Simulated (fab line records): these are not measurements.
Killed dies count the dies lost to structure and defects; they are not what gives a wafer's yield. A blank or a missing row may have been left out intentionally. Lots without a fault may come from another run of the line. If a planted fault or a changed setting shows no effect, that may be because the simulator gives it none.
The tool behind it: which one? | flow berkeley-cmos170 | 45 wafers from 15 lots sampled at 4 of the route's 331 steps

WHAT THE GAUGES SHOWED, per wafer
UCB170_CONTACT_CD_MEAS_90: target cd 700 nm.
lot  | measured     | on        | cd-nm (nm)
L198 | day 7 08:56  | cd-sem-02 | 699.5 700.0 699.3
L200 | day 8 07:03  | cd-sem-01 | 703.1 700.2 701.8
L201 | day 8 13:41  | cd-sem-01 | 700.5 701.2 699.9
L203 | day 8 16:14  | cd-sem-02 | 699.1 698.3 698.8
L207 | day 9 11:19  | cd-sem-02 | 700.3 699.1 701.2
L206 | day 9 11:19  | cd-sem-01 | 700.8 700.8 702.6
L208 | day 9 19:56  | cd-sem-02 | 700.5 701.2 700.0
L212 | day 11 08:52 | cd-sem-02 | 697.6 699.6 696.9
L215 | day 11 18:41 | cd-sem-02 | 698.2 698.0 699.1
L216 | day 11 19:21 | cd-sem-01 | 701.6 701.5 701.5
L217 | day 11 21:28 | cd-sem-01 | 701.7 699.3 701.2
L218 | day 11 21:10 | cd-sem-02 | 698.2 699.7 698.8
L219 | day 12 13:01 | cd-sem-01 | 698.3 698.7 699.5
L220 | day 12 13:08 | cd-sem-01 | 701.0 701.6 702.6
L221 | day 12 21:05 | cd-sem-01 | 698.8 699.8 699.0

UCB170_V1_OVL_MEAS_13.
lot  | measured     | on         | V1_OVL (nm)
L198 | day 7 14:44  | overlay-01 | -2 -4 -1
L200 | day 8 12:50  | overlay-02 | 1 2 -1
L201 | day 8 19:24  | overlay-02 | 4 5 -3
L203 | day 8 23:19  | overlay-01 | -8 -7 -3
L207 | day 9 18:11  | overlay-02 | -6 -7 -7
L206 | day 9 18:19  | overlay-02 | -1 -1 3
L208 | day 10 02:00 | overlay-02 | -9 -7 -2
L212 | day 11 14:46 | overlay-01 | -7 -5 -3
L215 | day 12 02:07 | overlay-01 | -5 -8 -6
L216 | day 12 02:46 | overlay-01 | 2 -3 0
L217 | day 12 03:46 | overlay-02 | -5 -5 -6
L218 | day 12 03:55 | overlay-01 | -5 4 7
L219 | day 12 20:08 | overlay-01 | -1 1 -5
L220 | day 12 20:28 | overlay-01 | 5 6 10
L221 | day 13 03:47 | overlay-02 | -13 -13 -8

WHAT TOOL EACH LOT RAN ON (gives the tool, then ch and the chambers of the sampled wafers, and finally the start)
lot  | UCB170_SILICIDE_RTA_04           | UCB170_M1_ANNEAL_14
L198 | rtp-anneal-02 ch 0, day 7 04:35  | furnace-03 ch 0, day 7 11:34
L200 | rtp-anneal-01 ch 0, day 8 01:48  | furnace-03 ch 0, day 8 09:08
L201 | rtp-anneal-01 ch 0, day 8 02:51  | furnace-03 ch 0, day 8 15:58
L203 | rtp-anneal-02 ch 0, day 8 09:41  | furnace-03 ch 0, day 8 19:58
L207 | rtp-anneal-02 ch 0, day 9 04:25  | furnace-03 ch 0, day 9 14:24
L206 | rtp-anneal-01 ch 0, day 9 04:54  | furnace-03 ch 0, day 9 14:24
L208 | rtp-anneal-02 ch 0, day 9 14:26  | furnace-03 ch 0, day 9 22:23
L212 | rtp-anneal-01 ch 0, day 11 02:47 | furnace-03 ch 0, day 11 11:18
L215 | rtp-anneal-02 ch 0, day 11 14:11 | furnace-03, day 11 21:56
L216 | rtp-anneal-01 ch 0, day 11 14:22 | furnace-03, day 11 23:16
L217 | rtp-anneal-02 ch 0, day 11 14:35 | furnace-03, day 12 00:36
L218 | rtp-anneal-01 ch 0, day 11 14:45 | furnace-03 ch 0, day 12 00:36
L219 | rtp-anneal-02 ch 0, day 12 08:37 | furnace-03 ch 0, day 12 14:58
L220 | rtp-anneal-01 ch 0, day 12 08:49 | furnace-03 ch 0, day 12 16:17
L221 | rtp-anneal-01 ch 0, day 12 14:43 | furnace-03 ch 0, day 12 23:14
- UCB170_SILICIDE_RTA_04: time 15 s.
- UCB170_M1_ANNEAL_14: time 1200 s.

WHAT THE TOOLS THEMSELVES READ (means of the sampled wafers that have a number; where no wafer has one, the mark that the record gives instead)
UCB170_SILICIDE_RTA_04.
lot  | tool          | anneal-temp-c-max | chamber-o2-ppm | lamp-power-pct (%) | wafer_temp_C_max
L198 | rtp-anneal-02 | 651.8             | 2.011          | 11.0               | 652.2
L200 | rtp-anneal-01 | 653.9             | 1.981          | 10.3               | 651.9
L201 | rtp-anneal-01 | 653.9             | 2.021          | 10.3               | 652.4
L203 | rtp-anneal-02 | 652.5             | 1.990          | 11.0               | 652.0
L207 | rtp-anneal-02 | 652.3             | 2.023          | 11.0               | 652.6
L206 | rtp-anneal-01 | 652.8             | 2.004          | 10.3               | 652.9
L208 | rtp-anneal-02 | 651.3             | 2.003          | 11.0               | 652.6
L212 | rtp-anneal-01 | 653.2             | 2.022          | 10.3               | 652.8
L215 | rtp-anneal-02 | 652.2             | 1.988          | 11.0               | 652.0
L216 | rtp-anneal-01 | 653.7             | 2.010          | 10.3               | 651.9
L217 | rtp-anneal-02 | 652.1             | 1.987          | 11.0               | 653.2
L218 | rtp-anneal-01 | 654.2             | 1.999          | 10.3               | 652.5
L219 | rtp-anneal-02 | 652.2             | 2.004          | 11.0               | 652.0
L220 | rtp-anneal-01 | 653.0             | 2.016          | 10.3               | 652.3
L221 | rtp-anneal-01 | 653.4             | 2.006          | 10.3               | 652.5

UCB170_M1_ANNEAL_14.
lot  | tool       | spike-tc-centre-C (C) | spike-tc-load-C (C)
L198 | furnace-03 | 401.0                 | 421.0
L200 | furnace-03 | 400.0                 | 419.7
L201 | furnace-03 | 400.4                 | 420.3
L203 | furnace-03 | 401.3                 | 419.9
L207 | furnace-03 | 401.8                 | 419.8
L206 | furnace-03 | 400.9                 | 420.1
L208 | furnace-03 | 401.1                 | 419.8
L212 | furnace-03 | 400.8                 | 420.9
L215 | furnace-03 | -                     | -
L216 | furnace-03 | -                     | -
L217 | furnace-03 | -                     | -
L218 | furnace-03 | 401.7                 | 420.4
L219 | furnace-03 | 401.0                 | 420.1
L220 | furnace-03 | 401.7                 | 421.0
L221 | furnace-03 | 401.3                 | 420.1

THE ANSWER, worked out from the rows above alone
Rule: the lots themselves supply what counts as usual. Put in order of their means at a reading, lots are off if they are a third of the lots or fewer, leave a main group of 4 or more, and stand apart from it by a gap of 3 or more times the standard deviation of the main group's means; of several such gaps the widest counts. If all means in a main group match to the digits the tables above print for the reading, that group is not used. A lot without any number at a reading at which 4 lots or more have one is off too. Where the step has rows for the other lots, those lots are counted as sound. First the gauges in route order, then the tools' own readings, where a lot's mean is used as printed above. The first step at which some lot is off is used, and at that step the reading that is off furthest; a lot without a number counts as furthest.
Off: L215, L216, L217, at UCB170_M1_ANNEAL_14 (spike-tc-centre-C). Without a number there: L215, L216, L217. Main group: mean 401.1 C, sd 0.51.
If a tool, at that step or one of the process steps before it, ran each lot that is off and ran no sound lot following the first of them, it fits. Not one of the candidates tried fits.

WHAT THE SIMULATOR HAD PUT IN
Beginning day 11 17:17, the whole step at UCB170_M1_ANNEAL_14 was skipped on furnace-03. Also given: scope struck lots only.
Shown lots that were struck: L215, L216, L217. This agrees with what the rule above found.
